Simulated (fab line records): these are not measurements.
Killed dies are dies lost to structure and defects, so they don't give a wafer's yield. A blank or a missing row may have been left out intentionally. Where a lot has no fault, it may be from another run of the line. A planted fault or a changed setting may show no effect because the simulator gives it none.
Which tool did it? || flow berkeley cmos170 || 21 wafers from 7 lots sampled at 2 of the route's 331 steps

## WHAT THE GAUGES SHOWED, per wafer
UCB170_PSD_TW_MEAS_10.
{"lot": "L782", "measured": "day 6 22:58", "on": "film metro-02", "PSD_TW": "2327 2325 2338"}
{"lot": "L784", "measured": "day 7 06:07", "on": "film metro-03", "PSD_TW": "2289 2296 2293"}
{"lot": "L786", "measured": "day 7 20:21", "on": "film metro-02", "PSD_TW": "2337 2329 2321"}
{"lot": "L788", "measured": "day 8 08:06", "on": "film metro-01", "PSD_TW": "2312 2310 2306"}
{"lot": "L798", "measured": "day 10 05:47", "on": "film metro-03", "PSD_TW": "2277 2283 2285"}
{"lot": "L801", "measured": "day 10 21:22", "on": "film metro-03", "PSD_TW": "2280 2293 2287"}
{"lot": "L802", "measured": "day 11 08:14", "on": "film metro-01", "PSD_TW": "2321 2318 2331"}

## WHAT TOOL EACH LOT RAN ON (gives the tool, then ch and the chambers of the sampled wafers, and finally the start)
{"lot": "L782", "UCB170_SPACER_CVD_00": "pecvd-03 ch 0,2, day 6 16:59"}
{"lot": "L784", "UCB170_SPACER_CVD_00": "pecvd-03 ch 0,2, day 7 00:05"}
{"lot": "L786", "UCB170_SPACER_CVD_00": "pecvd-02 ch 0,1, day 7 14:13"}
{"lot": "L788", "UCB170_SPACER_CVD_00": "pecvd-03 ch 0,1,2, day 8 02:44"}
{"lot": "L798", "UCB170_SPACER_CVD_00": "pecvd-02 ch 0,1, day 9 23:13"}
{"lot": "L801", "UCB170_SPACER_CVD_00": "pecvd-02 ch 0,1, day 10 16:27"}
{"lot": "L802", "UCB170_SPACER_CVD_00": "pecvd-02 ch 0,1, day 11 00:16"}
- UCB170_SPACER_CVD_00: deposits SiO2 from TEOS/O2, target thk 376 nm, time 47 s.

## THE ANSWER, worked out from the rows above alone
Rule: the lots themselves supply what counts as usual. The widest of any qualifying gaps counts: lots, ordered by their means at a reading, are off when they make up no more than a third of the lots, leave a main group of 4 or more, and stand apart from it by 3 or more times the standard deviation of that group's means. Not used: any main group whose means are identical at the precision the tables above print for the reading. Also off: a lot with no number at a reading for which 4 or more lots have one. Where the step has rows for the other lots, those lots are counted as sound.
Across all readings shown, no lot is off: no conclusion can be drawn from this.

## WHAT THE SIMULATOR HAD INSERTED
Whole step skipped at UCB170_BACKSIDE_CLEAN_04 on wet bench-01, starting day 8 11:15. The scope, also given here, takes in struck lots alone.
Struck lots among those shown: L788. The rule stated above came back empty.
